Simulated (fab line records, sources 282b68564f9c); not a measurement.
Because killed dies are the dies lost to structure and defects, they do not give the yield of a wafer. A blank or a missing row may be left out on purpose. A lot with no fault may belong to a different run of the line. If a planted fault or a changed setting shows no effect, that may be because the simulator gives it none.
fab line records	flow rit-cmos	part 1 of 2: steps 1 to 26 of 37
record lots=5	wafers=15	last-day=7
route steps=202 shown ACTIVE@2 FOX1@20 FOX2@23 NWELL@28
lots that met no fault: from a run of the same line without faults
start-h: the number of hours between the record's first day and the start of the first shown wafer of the lot	wait-h: hours elapsed since this lot's preceding step	" as in the row above	L1.1+2: a row that stands for several wafers	- no value, or no start given	* or withheld: withheld	< > ~ a bound
route shown NAME@n: NAME is a module with steps in the file, n the number in the route of the first one	usual: the fault-free wafers' mean and standard deviation	same: alike in all rows	chamber/n: place in a boat	sites: the reading at each site	_std_site: how widely they spread, as a standard deviation	_edge_site: mean of outer sites minus mean of inner sites	radius-mm: how far each site lies from the wafer's centre	mask NAME#n: copy n	behind: the last tool/chamber to shape the wafer	hold: why the lot went on hold/how many hours it stayed there/how the hold came to an end	device: names the non-switching transistor (n, p or np)	end of line: the tests these same wafers got at the end of their route	a step without rows: its recipe alone	killed: dies lost to structure and defects at the first sort, not the wafer's yield	map: the dies of a wafer, with x for killed, . for not killed, _ for no die there
set.NAME: the setting the step ran with; set.NAME@STEP: the setting that earlier step ran with	model.NAME: the simulator's own value behind a step, which no gauge read
certain route steps with their lots: each step a table, each wafer a row
services: the hour from which a tool's chamber was out of use, counted from the record's first day as start-h (under 0 if before that day), plus the number of hours and why
## steps
# step RIT_ACTIVE_OXIDATION_01
# recipe temp-c=1000	ambient=O2	target-thk-a=468	ox-time-s=3360
# usual ox-temp-c=1000.0/0.45	ox-temp-c-max=1006.7/2	spike-tc-source-C=1021/4.2	zone-power-source-pct=31.7/2.2
lot.wafer	tool	chamber	start-h	wait-h	ox-temp-c	ox-temp-c-max	spike-tc-source-C	zone-power-source-pct
L080.3	furnace-01	0	40.12	0.1	1000.6	1009.7	1024	30.7
L080.4	"	0	"	"	999.6	1010.7	1024	30.4
L080.5	"	0	"	"	1000.1	1007.1	1024	30.7
L081.1	furnace-04	0	47.06	2.0	1000.4	1005.7	1016	34.3
L081.2	"	0	"	"	1000.5	1005.0	1016	34.2
L081.5	"	0	"	"	1001.5	1006.8	1016	33.8
L082.1	furnace-01	0	50.12	0.1	1001.0	1010.5	1023	30.3
L082.4	"	0	"	"	999.9	1009.3	1024	30.9
L082.5	"	0	"	"	1000.4	1012.5	1024	30.4
L089.2	furnace-04	0	85.82	0.8	999.8	1005.6	1016	34.2
L089.3	"	0	"	"	999.6	1004.7	1016	34.0
L089.4	"	0	"	"	1000.0	1005.5	1016	34.9
L093.2	furnace-03	0	105.12	0.1	1000.1	1005.9	1024	29.6
L093.3	"	0	"	"	1000.2	1005.9	1024	29.4
L093.5	"	0	"	"	1000.2	1004.6	1025	29.3
# step RIT_ACTIVE_THK_MEAS_02
# recipe reads=SiO2_of_ACTIVE_OXIDATION_01
# usual ACTIVE_OXIDE_THK=47.0/0.82
lot.wafer	tool	chamber	start-h	wait-h	ACTIVE_OXIDE_THK[nm]
L080.3	film-metro-04	-	42.07	0.0	46.5
L080.4	"	-	"	"	47.5
L080.5	"	-	"	"	47.7
L081.1	film-metro-04	-	48.99	0.0	48.2
L081.2	"	-	"	"	47.0
L081.5	"	-	"	"	48.1
L082.1	film-metro-02	-	52.05	0.0	46.2
L082.4	"	-	"	"	46.9
L082.5	"	-	"	"	46.0
L089.2	film-metro-03	-	87.76	0.0	47.7
L089.3	"	-	"	"	47.3
L089.4	"	-	"	"	48.6
L093.2	film-metro-04	-	107.06	0.0	45.5
L093.3	"	-	"	"	44.9
L093.5	"	-	"	"	44.6
# step RIT_ACTIVE_CVD_03
# recipe material=Si3N4	target-thk-nm=150	temp-c=810	precursor=SiH2Cl2/NH3	time-s=1500	pressure-mtorr=300	sih2cl2-flow-sccm=60	nh3-flow-sccm=150
# usual spike-tc-source-C=830.7/1.3	zone-power-source-pct=21.2/2
lot.wafer	tool	chamber	start-h	wait-h	spike-tc-source-C	zone-power-source-pct
L080.3	lpcvd-01	0	42.11	0.0	829.9	23.2
L080.4	"	0	"	"	829.9	23.3
L080.5	"	0	"	"	829.1	23.0
L081.1	lpcvd-01	0	49.05	0.1	831.4	23.1
L081.2	"	0	"	"	829.3	23.4
L081.5	"	0	"	"	829.8	23.8
L082.1	lpcvd-02	1	52.28	0.2	829.0	19.6
L082.4	"	1	"	"	831.2	19.5
L082.5	"	1	"	"	830.7	19.2
L089.2	lpcvd-01	0	87.81	0.0	830.0	23.1
L089.3	"	0	"	"	830.2	23.1
L089.4	"	0	"	"	829.4	23.1
L093.2	lpcvd-01	1	107.11	0.0	833.0	20.5
L093.3	"	1	"	"	830.3	20.0
L093.5	"	1	"	"	832.4	20.4
# step RIT_ACTIVE_THK_MEAS_04
# recipe reads=Si3N4_of_ACTIVE_CVD_03
# usual ACTIVE_NITRIDE_THK=149.1/1.1
lot.wafer	tool	chamber	start-h	wait-h	ACTIVE_NITRIDE_THK[nm]
L080.3	film-metro-03	-	43.55	0.0	148.6
L080.4	"	-	"	"	149.4
L080.5	"	-	"	"	150.7
L081.1	film-metro-02	-	50.47	0.0	148.9
L081.2	"	-	"	"	149.5
L081.5	"	-	"	"	148.5
L082.1	film-metro-02	-	53.69	0.0	146.8
L082.4	"	-	"	"	147.2
L082.5	"	-	"	"	146.8
L089.2	film-metro-03	-	89.94	0.0	147.2
L089.3	"	-	"	"	149.0
L089.4	"	-	"	"	148.4
L093.2	film-metro-04	-	108.54	0.0	148.4
L093.3	"	-	"	"	147.5
L093.5	"	-	"	"	147.7
# step RIT_ACTIVE_HMDS_05
# recipe prime-time-s=60	prime-temp-c=140
# usual chill-plate-temp-C=23.01/0.097
lot.wafer	tool	chamber	start-h	wait-h	chill-plate-temp-C
L080.3	litho-track-02	0	43.64	0.1	23.02
L080.4	"	0	"	"	22.99
L080.5	"	0	"	"	22.96
L081.1	litho-track-01	0	50.53	0.1	22.98
L081.2	"	0	"	"	22.92
L081.5	"	0	"	"	22.86
L082.1	litho-track-04	0	53.75	0.1	22.93
L082.4	"	0	"	"	22.86
L082.5	"	0	"	"	23.11
L089.2	litho-track-02	0	90.02	0.1	23.00
L089.3	"	0	"	"	22.86
L089.4	"	0	"	"	23.05
L093.2	litho-track-02	0	108.61	0.1	22.85
L093.3	"	0	"	"	23.07
L093.5	"	0	"	"	23.04
# step RIT_ACTIVE_COAT_06
# recipe resist=NOVOLAK	spin-rpm=3250	resist-thk-nm=1000
# usual chill-plate-temp-C=23.02/0.11
lot.wafer	tool	chamber	start-h	wait-h	chill-plate-temp-C
L080.3	litho-track-02	0	43.79	0.1	23.17
L080.4	"	0	"	"	23.04
L080.5	"	0	"	"	22.95
L081.1	litho-track-01	0	50.68	0.1	23.06
L081.2	"	0	"	"	23.19
L081.5	"	0	"	"	22.93
L082.1	litho-track-04	0	53.90	0.1	23.16
L082.4	"	0	"	"	23.11
L082.5	"	0	"	"	23.10
L089.2	litho-track-02	0	90.17	0.1	23.03
L089.3	"	0	"	"	22.92
L089.4	"	0	"	"	22.87
L093.2	litho-track-02	0	108.77	0.1	23.03
L093.3	"	0	"	"	23.05
L093.5	"	0	"	"	23.05
# step RIT_ACTIVE_SOFTBAKE_07
# recipe resist=NOVOLAK	temp-c=90	time-s=60
# usual chill-plate-temp-C=23.01/0.11
lot.wafer	tool	chamber	start-h	wait-h	chill-plate-temp-C
L080.3	litho-track-02	0	43.94	0.1	23.07
L080.4	"	0	"	"	23.05
L080.5	"	0	"	"	23.16
L081.1	litho-track-01	0	50.83	0.1	23.03
L081.2	"	0	"	"	22.90
L081.5	"	0	"	"	23.00
L082.1	litho-track-04	0	54.05	0.1	23.22
L082.4	"	0	"	"	23.03
L082.5	"	0	"	"	23.03
L089.2	litho-track-02	0	90.32	0.1	22.77
L089.3	"	0	"	"	22.86
L089.4	"	0	"	"	22.75
L093.2	litho-track-02	0	108.92	0.1	23.22
L093.3	"	0	"	"	23.09
L093.5	"	0	"	"	23.13
# step RIT_ACTIVE_EXPOSE_08
# recipe mask-id=M1	na=0.6	source-shape=conventional	sigma-outer=0.6	target-cd-nm=1400	dose-mj=229.5
lot.wafer	tool	chamber	start-h	wait-h	mask
L080.3+4+5	iline-stepper-02	0	44.08	0.1	M1#0
L081.1+2+5	iline-stepper-02	0	50.98	0.1	M1#0
L082.1+4+5	iline-stepper-01	0	54.33	0.2	M1#0
L089.2+3+4	iline-stepper-01	0	90.67	0.3	M1#0
L093.2+3+5	iline-stepper-02	0	109.16	0.2	M1#0
# step RIT_ACTIVE_PEB_09
# recipe resist=NOVOLAK	temp-c=withheld	time-s=withheld
# usual chill-plate-temp-C=*
lot.wafer	tool	chamber	start-h	wait-h	chill-plate-temp-C
L080.3	litho-track-01	0	44.21	0.1	*
L080.4	"	0	"	"	*
L080.5	"	0	"	"	*
L081.1	litho-track-04	0	51.10	0.1	*
L081.2	"	0	"	"	*
L081.5	"	0	"	"	*
L082.1	litho-track-01	0	54.50	0.2	*
L082.4	"	0	"	"	*
L082.5	"	0	"	"	*
L089.2	litho-track-01	0	90.80	0.1	*
L089.3	"	0	"	"	*
L089.4	"	0	"	"	*
L093.2	litho-track-04	0	109.38	0.2	*
L093.3	"	0	"	"	*
L093.5	"	0	"	"	*
# step RIT_ACTIVE_DEVELOP_10
# recipe resist=NOVOLAK	develop-time-s=52.49	dev-temp-c=23
# usual chill-plate-temp-C=23.04/0.12	developer-temp-C=22.98/0.11
lot.wafer	tool	chamber	start-h	wait-h	chill-plate-temp-C	developer-temp-C
L080.3	litho-track-01	0	-	-	23.00	23.14
L080.4	"	0	"	"	23.02	23.12
L080.5	"	0	"	"	23.01	23.07
L081.1	litho-track-04	0	-	-	22.96	23.08
L081.2	"	0	"	"	22.87	22.95
L081.5	"	0	"	"	22.96	22.95
L082.1	litho-track-01	0	-	-	22.90	22.95
L082.4	"	0	"	"	22.82	22.88
L082.5	"	0	"	"	23.00	23.17
L089.2	litho-track-01	0	-	-	23.01	23.11
L089.3	"	0	"	"	23.14	23.10
L089.4	"	0	"	"	22.96	23.18
L093.2	litho-track-04	0	-	-	22.99	22.87
L093.3	"	0	"	"	23.06	22.94
L093.5	"	0	"	"	22.97	22.96
# step RIT_ACTIVE_CD_MEAS_11
# recipe target-cd-nm=1400
# usual cd-nm=1399.6/2.2
lot.wafer	tool	chamber	start-h	wait-h	cd-nm
L080.3	cd-sem-01	-	44.48	-	1401.2
L080.4	"	-	"	"	1399.7
L080.5	"	-	"	"	1399.5
L081.1	cd-sem-01	-	51.38	-	1400.2
L081.2	"	-	"	"	1400.0
L081.5	"	-	"	"	1401.8
L082.1	cd-sem-01	-	54.78	-	1398.5
L082.4	"	-	"	"	1401.6
L082.5	"	-	"	"	1400.4
L089.2	cd-sem-02	-	91.08	-	1396.9
L089.3	"	-	"	"	1399.7
L089.4	"	-	"	"	1400.6
L093.2	cd-sem-01	-	109.66	-	1403.7
L093.3	"	-	"	"	1402.7
L093.5	"	-	"	"	1405.0
# step RIT_ACTIVE_HARDBAKE_12
# recipe resist=NOVOLAK	temp-c=140	time-s=60
# usual chill-plate-temp-C=22.98/0.11
lot.wafer	tool	chamber	start-h	wait-h	chill-plate-temp-C
L080.3	litho-track-02	0	44.61	0.1	23.00
L080.4	"	0	"	"	23.11
L080.5	"	0	"	"	22.93
L081.1	litho-track-01	0	51.58	0.2	22.93
L081.2	"	0	"	"	23.08
L081.5	"	0	"	"	23.14
L082.1	litho-track-04	0	54.90	0.1	22.96
L082.4	"	0	"	"	23.00
L082.5	"	0	"	"	22.92
L089.2	litho-track-02	0	91.20	0.1	23.04
L089.3	"	0	"	"	22.95
L089.4	"	0	"	"	23.00
L093.2	litho-track-02	0	109.78	0.1	22.94
L093.3	"	0	"	"	22.99
L093.5	"	0	"	"	22.91
# step RIT_ACTIVE_ETCH_13
# recipe stop-on=SiO2	chemistry=SF6	target=Si3N4	time-s=210	over-etch-frac=0.4	SF6_flow_sccm=200	pressure-mtorr=260	rf-w=125	target-depth-a=2100
# usual drypump-motor-current-A=5.7/0.48	oes-product-au=0.824/0.014	rf-fwd-power-W=124.6/0.4	throttle-valve-pct=7.52/0.13
lot.wafer	tool	chamber	start-h	wait-h	drypump-motor-current-A	oes-product-au	rf-fwd-power-W	rf-hours-counter-h	throttle-valve-pct
L080.3	rie-diel-02	2	44.71	0.1	6.2	0.827	125.8	13	7.52
L080.4	"	1	"	"	5.2	0.809	125.0	65	7.41
L080.5	"	1	"	"	5.2	0.815	125.0	-	7.42
L081.1	rie-diel-04	3	51.73	0.1	6.5	0.832	125.1	17	7.64
L081.2	"	1	"	"	5.6	0.820	125.0	4	7.53
L081.5	"	2	"	"	5.5	0.803	124.8	-	7.54
L082.1	rie-diel-02	2	55.05	0.1	6.2	0.829	124.9	13	7.50
L082.4	"	0	"	"	6.3	0.834	124.5	3	7.75
L082.5	"	1	"	"	5.2	0.810	125.1	-	7.42
L089.2	rie-diel-02	1	91.33	0.1	5.2	0.804	124.9	66	7.40
L089.3	"	2	"	"	6.2	0.833	124.5	14	7.52
L089.4	"	3	"	"	5.3	0.834	124.7	132	7.64
L093.2	rie-diel-02	2	109.91	0.1	6.2	0.835	125.0	14	7.53
L093.3	"	3	"	"	5.4	0.839	125.0	133	7.64
L093.5	"	1	"	"	5.2	0.803	124.7	-	7.39
# step RIT_ACTIVE_STRIP_14
# recipe chemistry=O2	time-s=180	resist=NOVOLAK	platen-temp-c=withheld	power-w=500	pressure-mtorr=4000	o2-flow-sccm=4000
# usual drypump-motor-current-A=5.6/0.39
lot.wafer	tool	chamber	start-h	wait-h	drypump-motor-current-A	rf-hours-counter-h
L080.3	plasma-asher-04	1	44.90	0.1	5.5	-
L080.4	"	0	"	"	5.6	-
L080.5	"	0	"	"	5.6	-
L081.1	plasma-asher-04	0	51.86	0.1	5.6	21
L081.2	"	1	"	"	5.5	21
L081.5	"	0	"	"	5.6	-
L082.1	plasma-asher-02	0	55.19	0.1	5.9	40
L082.4	"	1	"	"	6.0	-
L082.5	"	1	"	"	6.0	-
L089.2	plasma-asher-03	1	91.46	0.1	5.9	47
L089.3	"	1	"	"	5.9	-
L089.4	"	0	"	"	5.0	-
L093.2	plasma-asher-03	0	110.04	0.1	5.0	49
L093.3	"	0	"	"	5.0	-
L093.5	"	0	"	"	5.0	-
# step RIT_ACTIVE_CD_MEAS_90
# recipe target-cd-nm=1400
# usual cd-nm=1399.6/2.2
lot.wafer	tool	chamber	start-h	wait-h	cd-nm
L080.3	cd-sem-01	-	45.06	0.1	1401.5
L080.4	"	-	"	"	1399.7
L080.5	"	-	"	"	1399.8
L081.1	cd-sem-01	-	52.04	0.1	1400.4
L081.2	"	-	"	"	1399.9
L081.5	"	-	"	"	1402.0
L082.1	cd-sem-01	-	55.36	0.1	1398.7
L082.4	"	-	"	"	1401.8
L082.5	"	-	"	"	1400.4
L089.2	cd-sem-02	-	91.65	0.1	1396.9
L089.3	"	-	"	"	1399.6
L089.4	"	-	"	"	1400.8
L093.2	cd-sem-01	-	110.24	0.1	1403.5
L093.3	"	-	"	"	1402.9
L093.5	"	-	"	"	1404.5
# step RIT_ACTIVE_CLEAN_15
# recipe chemistry=SC1	mix=3:3:50	time-s=600	temp-c=75
lot.wafer	tool	chamber	start-h	wait-h
L080.3+4+5	wet-bench-03	2	45.14	0.1
L081.1+2+5	wet-bench-01	0	52.16	0.1
L082.1+4+5	wet-bench-01	1	55.48	0.1
L089.2+3+4	wet-bench-01	0	91.75	0.1
L093.2+3+5	wet-bench-03	3	110.34	0.1
# step RIT_ACTIVE_CLEAN_16
# recipe chemistry=dHF	dilution=50:1	time-s=30
lot.wafer	tool	chamber	start-h	wait-h
L080.3+4+5	wet-bench-02	0	45.31	0.0
L081.1+2+5	wet-bench-03	3	52.33	0.0
L082.1+4+5	wet-bench-01	2	55.66	0.0
L089.2+3+4	wet-bench-02	2	91.93	0.0
L093.2+3+5	wet-bench-01	1	110.53	0.0
# step RIT_ACTIVE_CLEAN_17
# recipe chemistry=SC2	mix=3:3:50	time-s=600	temp-c=75	dry=n2-spin
lot.wafer	tool	chamber	start-h	wait-h
L080.3+4+5	wet-bench-03	3	45.33	0.0
L081.1+2+5	wet-bench-02	0	52.35	0.0
L082.1+4+5	wet-bench-01	0	55.67	0.0
L089.2+3+4	wet-bench-03	3	91.95	0.0
L093.2+3+5	wet-bench-03	1	110.54	0.0
# step RIT_FOX1_OXIDATION_00
# recipe temp-c=1100	ambient=H2O	target-thk-a=3507	p-h2o-torr=720	ox-time-s=1130
# usual ox-temp-c=1100.2/0.45	ox-temp-c-max=1107.6/2.5	spike-tc-source-C=1122/4	zone-power-source-pct=39.7/2.7
lot.wafer	tool	chamber	start-h	wait-h	ox-temp-c	ox-temp-c-max	spike-tc-source-C	zone-power-source-pct
L080.3	furnace-03	0	47.88	2.4	1099.9	1104.7	1126	37.0
L080.4	"	0	"	"	1100.5	1106.1	1126	36.9
L080.5	"	0	"	"	1100.1	1106.7	1125	37.6
L081.1	furnace-03	0	52.54	0.0	1101.1	1106.7	1124	36.9
L081.2	"	0	"	"	1100.5	1106.8	1126	37.4
L081.5	"	0	"	"	1099.4	1105.3	1126	37.6
L082.1	furnace-03	0	55.85	0.0	1099.8	1104.7	1124	37.3
L082.4	"	0	"	"	1100.0	1105.9	1124	37.0
L082.5	"	0	"	"	1100.2	1106.0	1125	36.7
L089.2	furnace-04	0	92.12	0.0	1101.4	1108.7	1117	43.6
L089.3	"	0	"	"	1099.8	1105.3	1117	43.7
L089.4	"	0	"	"	1100.6	1106.2	1116	43.0
L093.2	furnace-03	0	112.05	1.3	1100.3	1107.4	1123	37.0
L093.3	"	0	"	"	1099.9	1108.1	1125	37.1
L093.5	"	0	"	"	1099.7	1104.7	1125	36.9
# step RIT_FOX1_THK_MEAS_01
# recipe reads=SiO2_of_FOX1_OXIDATION_00
# usual FOX1_OXIDE_THK=353/8.4
lot.wafer	tool	chamber	start-h	wait-h	FOX1_OXIDE_THK[nm]
L080.3	film-metro-01	-	49.21	0.0	356
L080.4	"	-	"	"	355
L080.5	"	-	"	"	359
L081.1	film-metro-01	-	53.86	0.0	342
L081.2	"	-	"	"	340
L081.5	"	-	"	"	341
L082.1	film-metro-01	-	57.16	0.0	349
L082.4	"	-	"	"	349
L082.5	"	-	"	"	349
L089.2	film-metro-01	-	93.44	0.0	365
L089.3	"	-	"	"	361
L089.4	"	-	"	"	365
L093.2	film-metro-02	-	113.38	0.0	341
L093.3	"	-	"	"	337
L093.5	"	-	"	"	335
# step RIT_FOX1_WET_ETCH_02
# recipe chemistry=BOE	target-depth-nm=350	time-s=390	temp-c=21.5	dry=n2-spin	dilution=10:1	target=SiO2
lot.wafer	tool	chamber	start-h	wait-h
L080.3+4+5	wet-bench-01	2	49.25	0.0
L081.1+2+5	wet-bench-02	2	53.92	0.1
L082.1+4+5	wet-bench-01	1	57.22	0.1
L089.2+3+4	wet-bench-02	3	93.49	0.0
L093.2+3+5	wet-bench-04	1	113.43	0.0
# step RIT_FOX2_OXIDATION_00
# recipe temp-c=1100	ambient=H2O	target-thk-a=3507	p-h2o-torr=720	ox-time-s=1130
# usual ox-temp-c=1100.0/0.49	ox-temp-c-max=1107.0/2.2	spike-tc-source-C=1122/4.2	zone-power-source-pct=39.9/2.7
lot.wafer	tool	chamber	start-h	wait-h	ox-temp-c	ox-temp-c-max	spike-tc-source-C	zone-power-source-pct
L080.3	furnace-03	0	49.37	0.0	1100.3	1106.9	1123	37.2
L080.4	"	0	"	"	1099.6	1105.7	1125	36.7
L080.5	"	0	"	"	1100.7	1106.2	1123	37.1
L081.1	furnace-03	0	54.04	0.0	1099.3	1105.1	1122	36.9
L081.2	"	0	"	"	1100.2	1105.8	1127	37.1
L081.5	"	0	"	"	1099.9	1106.4	1125	37.6
L082.1	furnace-04	0	57.80	0.5	1100.8	1107.9	1117	43.1
L082.4	"	0	"	"	1100.4	1107.6	1117	43.4
L082.5	"	0	"	"	1100.7	1108.0	1115	42.3
L089.2	furnace-04	0	93.61	0.0	1099.7	1105.5	1116	42.8
L089.3	"	0	"	"	1099.5	1105.0	1116	43.6
L089.4	"	0	"	"	1100.1	1107.5	1117	42.9
L093.2	furnace-04	0	114.01	0.5	1099.9	1105.5	1117	44.0
L093.3	"	0	"	"	1100.2	1105.3	1117	43.6
L093.5	"	0	"	"	1100.6	1107.0	1116	43.5
# step RIT_FOX2_THK_MEAS_01
# recipe reads=SiO2_of_FOX2_OXIDATION_00
# usual FOX2_OXIDE_THK=350/8.2
lot.wafer	tool	chamber	start-h	wait-h	FOX2_OXIDE_THK[nm]
L080.3	film-metro-03	-	50.70	0.0	349
L080.4	"	-	"	"	343
L080.5	"	-	"	"	344
L081.1	film-metro-01	-	55.36	0.0	347
L081.2	"	-	"	"	347
L081.5	"	-	"	"	344
L082.1	film-metro-01	-	59.11	0.0	357
L082.4	"	-	"	"	355
L082.5	"	-	"	"	361
L089.2	film-metro-03	-	94.94	0.0	358
L089.3	"	-	"	"	358
L089.4	"	-	"	"	356
L093.2	film-metro-04	-	115.33	0.0	369
L093.3	"	-	"	"	370
L093.5	"	-	"	"	368
# step RIT_FOX2_CLEAN_02
# recipe chemistry=dHF	dilution=50:1	time-s=180
lot.wafer	tool	chamber	start-h	wait-h
L080.3+4+5	wet-bench-02	1	50.74	0.0
L081.1+2+5	wet-bench-03	3	55.42	0.1
L082.1+4+5	wet-bench-02	0	59.17	0.1
L089.2+3+4	wet-bench-04	2	94.99	0.0
L093.2+3+5	wet-bench-03	0	115.38	0.0
# step RIT_FOX2_WET_ETCH_03
# recipe chemistry=H3PO4	target=Si3N4	target-depth-nm=195	temp-c=165	time-s=2700
lot.wafer	tool	chamber	start-h	wait-h
L080.3+4+5	wet-bench-04	2	50.81	0.0
L081.1+2+5	wet-bench-04	2	55.48	0.0
L082.1+4+5	wet-bench-04	1	59.23	0.0
L089.2+3+4	wet-bench-03	3	95.05	0.0
L093.2+3+5	wet-bench-04	3	115.44	0.0
# step RIT_FOX2_THK_MEAS_90
# recipe reads=SiO2_of_FOX2_OXIDATION_00
# usual FIELD_OXIDE_LEFT_1_THK=323/8.2
lot.wafer	tool	chamber	start-h	wait-h	FIELD_OXIDE_LEFT_1_THK[nm]
L080.3	film-metro-01	-	52.34	0.0	321
L080.4	"	-	"	"	316
L080.5	"	-	"	"	317
L081.1	film-metro-01	-	56.24	0.0	319
L081.2	"	-	"	"	319
L081.5	"	-	"	"	316
L082.1	film-metro-04	-	59.99	0.0	330
L082.4	"	-	"	"	327
L082.5	"	-	"	"	333
L089.2	film-metro-04	-	95.82	0.0	330
L089.3	"	-	"	"	330
L089.4	"	-	"	"	328
L093.2	film-metro-01	-	116.21	0.0	341
L093.3	"	-	"	"	343
L093.5	"	-	"	"	341
